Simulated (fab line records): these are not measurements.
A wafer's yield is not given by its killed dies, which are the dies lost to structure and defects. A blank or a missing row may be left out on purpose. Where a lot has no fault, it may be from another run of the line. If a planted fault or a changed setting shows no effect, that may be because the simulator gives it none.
Which tool is to blame? / flow berkeley-cmos170 / 7 lots with 21 wafers sampled at 3 steps, on a route of 331 steps

WHAT EACH GAUGE READ, for each wafer
UCB170_SDANNEAL_RS_MEAS_03: a four-point-probe measurement.
lot=L766; measured=day 8 20:09; on=film-metro-02; NSD_RS (ohm/sq)=37.40 37.35 37.39
lot=L769; measured=day 9 20:33; on=film-metro-02; NSD_RS (ohm/sq)=37.35 37.37 37.39
lot=L771; measured=day 9 21:04; on=film-metro-03; NSD_RS (ohm/sq)=37.33 37.29 37.24
lot=L779; measured=day 11 03:04; on=film-metro-02; NSD_RS (ohm/sq)=37.27 37.26 37.35
lot=L780; measured=day 11 09:40; on=film-metro-04; NSD_RS (ohm/sq)=38.12 38.22 38.17 38.19 38.15 38.23
lot=L784; measured=day 12 07:13; on=film-metro-02; NSD_RS (ohm/sq)=37.25 37.27 37.35
lot=L785; measured=day 12 16:40; on=film-metro-03; NSD_RS (ohm/sq)=37.31 37.30 37.30

TOOL THAT RAN EACH LOT (tool first, then ch and the chambers of the sampled wafers, then the start)
lot=L766; UCB170_NSD_IMPLANT_08=implanter-03 ch 0, day 8 17:44; UCB170_NSD_STRIP_09=plasma-asher-02 ch 0,1, day 8 17:52
lot=L769; UCB170_NSD_IMPLANT_08=implanter-04 ch 0, day 9 18:55; UCB170_NSD_STRIP_09=plasma-asher-04 ch 0,1, day 9 19:04
lot=L771; UCB170_NSD_IMPLANT_08=implanter-01 ch 0, day 9 19:28; UCB170_NSD_STRIP_09=plasma-asher-04 ch 0,1, day 9 19:37
lot=L779; UCB170_NSD_IMPLANT_08=implanter-04 ch 0, day 11 01:32; UCB170_NSD_STRIP_09=plasma-asher-03 ch 0,1, day 11 01:40
lot=L780; UCB170_NSD_IMPLANT_08=implanter-01 ch 0, day 11 08:05; UCB170_NSD_STRIP_09=plasma-asher-04 ch 0,1, day 11 08:14
lot=L784; UCB170_NSD_IMPLANT_08=implanter-04 ch 0, day 12 05:44; UCB170_NSD_STRIP_09=plasma-asher-04 ch 0,1, day 12 05:53
lot=L785; UCB170_NSD_IMPLANT_08=implanter-04 ch 0, day 12 15:12; UCB170_NSD_STRIP_09=plasma-asher-04 ch 0,1, day 12 15:21
- UCB170_NSD_IMPLANT_08
- UCB170_NSD_STRIP_09: strips in O2.

THE ANSWER, worked out from the rows above alone
Rule: what is usual is taken from the lots themselves. Put in order of their means at a reading, lots are off if they are a third of the lots or fewer, leave a main group of 4 or more, and stand apart from it by a gap of 3 or more times the standard deviation of the main group's means; of several such gaps the widest counts. A main group is skipped when, at the precision printed for the reading in the tables above, its means are all equal. A lot without any number at a reading at which 4 lots or more have one is off too. Where the step has rows for the other lots, those lots are counted as sound.
Off: at UCB170_SDANNEAL_RS_MEAS_03 (NSD_RS), L780. Main group: mean 37.32 ohm/sq, sd 0.039.
If a tool, at a process step before that reading, ran all the lots that are off and no sound lot after the first of them, it fits. The gauges at UCB170_SDANNEAL_RS_MEAS_03 are tried like those tools. Undecided on this evidence; 2 tools fit (implanter-01 at UCB170_NSD_IMPLANT_08, film-metro-04 at UCB170_SDANNEAL_RS_MEAS_03).

WHAT HAD BEEN PUT IN BY THE SIMULATOR
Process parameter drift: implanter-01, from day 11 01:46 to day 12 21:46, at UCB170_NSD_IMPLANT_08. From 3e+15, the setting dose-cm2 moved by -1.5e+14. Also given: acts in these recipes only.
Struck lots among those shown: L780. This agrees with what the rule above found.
